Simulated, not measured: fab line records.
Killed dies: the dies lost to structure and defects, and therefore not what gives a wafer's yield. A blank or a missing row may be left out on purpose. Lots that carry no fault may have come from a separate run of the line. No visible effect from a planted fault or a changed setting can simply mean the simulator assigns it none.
Comparing a struck lot with a sound one ; flow ritCmos ; 14 steps out of a route of 202
Sound: the wafers L548.1, L548.5, L548.6. Struck: wafer L559.6. (L559.4, L559.5 of the same lot were not struck and are left out.) The cause comes at the end.
Each step with rows lists, per side, the tool, then ch with its chambers, then its first start. Under that, the readings that differ: sound wafers ; struck wafers ; difference of the means ; sigmas: that difference in standard deviations of wafers without a fault.
alike: words and numbers the same on both sides, and readings whose means are apart by under 2 such deviations; not compared: readings that were withheld, readings missing a value for some wafer, numbers with overlapping values and no deviation given by the record, and bounds like >300 which may hide the same value.
A row with sigmas, a row that says differs or no value, or rows on one side alone: a step with any of these is where the two part. Numbers that don't overlap but have no deviation are shown without sigmas and don't part them. Lack of a reading on every wafer of one side parts them only where that side has two or more wafers.

first, 2 steps without rows for these wafers: RIT_PLDD_PEB_04; RIT_PLDD_DEVELOP_05 (develop time 50 s).
RIT_PLDD_OVL_MEAS_06:
  sound on overlay-02 at day 3 18:49; struck on overlay-02 at day 5 16:18
  alike: PLDD_OVL
then, 2 steps without rows for these wafers: RIT_PLDD_HARDBAKE_07 (time 60 s); RIT_PLDD_IMPLANT_08.
RIT_PLDD_STRIP_09: strips in O2, time 180 s.
  sound on plasmaAsher-03 ch 0,1, day 3 19:14; struck on plasmaAsher-03 ch 0, day 5 16:40
reading;sound;struck;difference;sigmas
chamberPressureMTorr (mTorr);3990 3996 3997;4005;+11;+3
  alike: drypumpMotorCurrentA
  not compared: rfHoursCounterH
RIT_PLDD_TW_MEAS_10:
  sound on filmMetro-01 at day 3 19:25; struck on filmMetro-03 at day 5 16:49
  alike: PLDD_TW
then, 4 steps without rows for these wafers: RIT_SPACER_CLEAN_00 (cleans in SC1, time 600 s); RIT_SPACER_CLEAN_01 (cleans in dHF, time 30 s); RIT_SPACER_CLEAN_02 (cleans in SC2, time 600 s); RIT_SPACER_CVD_03 (deposits Si3N4 from SiH2Cl2/NH3, target thk 250 nm, time 3300 s).
RIT_SPACER_THK_MEAS_04:
  sound on filmMetro-03 at day 3 21:56; struck on filmMetro-04 at day 5 19:11
reading;sound;struck;difference;sigmas
SPACER_NITRIDE_THK (nm);250.6 253.1 253.6;247.4;-5.0;-2
RIT_SPACER_ETCHBACK_05: etches Si3N4 in SF6/CHF3, stops on SiO2, target depth 250 nm, time 240 s.
  sound on rieDiel-04 ch 2,3, day 3 22:00; struck on rieDiel-04 ch 0, day 5 19:17
reading;sound;struck;difference;sigmas
oesProductAu (a.u.);0.847 0.858 0.851;0.657;-0.195;-14
model.etch.depthNm (nm);250.6 253 253.6;170.5;-81.9;
model.poly-Si_of_GATE_CVD_08.thkNm (nm);163.6 169.2 165.4;203.9;+37.8;
model.Si3N4_of_SPACER_CVD_03.thkNm (nm);194.8 199.8 197.6;218.1;+20.7;
  alike: chamberPressureMTorr, drypumpMotorCurrentA, throttleValvePct
  not compared: rfHoursCounterH
then, 1 step without rows for these wafers: RIT_NSD_HMDS_00 (prime time 60 s).

WHERE THEY PART
At RIT_PLDD_STRIP_09 first; at RIT_SPACER_ETCHBACK_05 last (within this record only).

WHY: the cause the simulator had injected
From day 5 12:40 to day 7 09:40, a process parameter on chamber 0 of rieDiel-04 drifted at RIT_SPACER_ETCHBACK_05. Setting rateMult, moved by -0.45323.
